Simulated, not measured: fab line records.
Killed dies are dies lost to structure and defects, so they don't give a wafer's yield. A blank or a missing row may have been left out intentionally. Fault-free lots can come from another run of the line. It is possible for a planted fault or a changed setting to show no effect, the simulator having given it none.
Which tool is to blame? -- flow berkeley_cmos170 -- 14 lots (42 wafers sampled), 1 step of a 331-step route

WHAT THE GAUGES SHOWED, per wafer
UCB170_ACTIVE_THK_MEAS_03. Usual: ACTIVE_OXIDE_THK typically reads 26.1 nm, with standard deviation 0.44.
lot,measured,on,ACTIVE_OXIDE_THK (nm),flag
L152,day 4 09:43,film_metro-04,26.1 26.2 26.3,
L153,day 4 09:43,film_metro-01,26.9 27.0 26.8,
L155,day 4 09:47,film_metro-01,26.4 26.4 26.4,
L154,day 4 09:48,film_metro-04,26.6 26.4 26.7,
L157,day 5 01:58,film_metro-02,26.4 26.1 26.2,
L165,day 6 19:37,film_metro-04,26.0 25.9 25.5,
L164,day 6 19:38,film_metro-02,26.4 26.3 26.4,
L168,day 7 02:31,film_metro-04,26.0 25.7 25.5,
L170,day 7 08:45,film_metro-02,25.3 25.4 25.2,
L171,day 7 08:46,film_metro-04,25.8 25.4 25.7,
L169,day 7 08:46,film_metro-01,25.4 26.0 25.9,
L172,day 8 01:42,film_metro-02,26.5 26.6 26.0,
L173,day 8 01:44,film_metro-01,26.1 26.4 25.9,
L175,day 8 19:43,film_metro-02,25.5 25.4 25.5,

EACH LOT AND THE TOOL THAT RAN IT (in order: tool; ch and the chambers of the sampled wafers; start)
There is no process step in the record ahead of these readings.

AS READ BY THE TOOLS THEMSELVES (means over the sampled wafers that have a number; for cases with no such wafer, the mark the record gives instead)
The record holds no such reading with a usual standard deviation.

THE ANSWER, worked out from the rows above alone
Rule: a lot is off if the mean of its wafers that have a number lies more than 3 standard deviations from the usual mean. A lot without any number at a reading at which 4 lots or more have one is off too. Any other lot the step has rows for is counted as sound. Order of review: gauges by route order, followed by the tools' own readings, for which a lot's mean as printed above is used. The first step at which some lot is off is used, and at that step the reading that is off furthest; a lot without a number counts as furthest.
Nothing can be told from this: no lot is off at any reading shown.

WHAT HAD BEEN PUT IN BY THE SIMULATOR
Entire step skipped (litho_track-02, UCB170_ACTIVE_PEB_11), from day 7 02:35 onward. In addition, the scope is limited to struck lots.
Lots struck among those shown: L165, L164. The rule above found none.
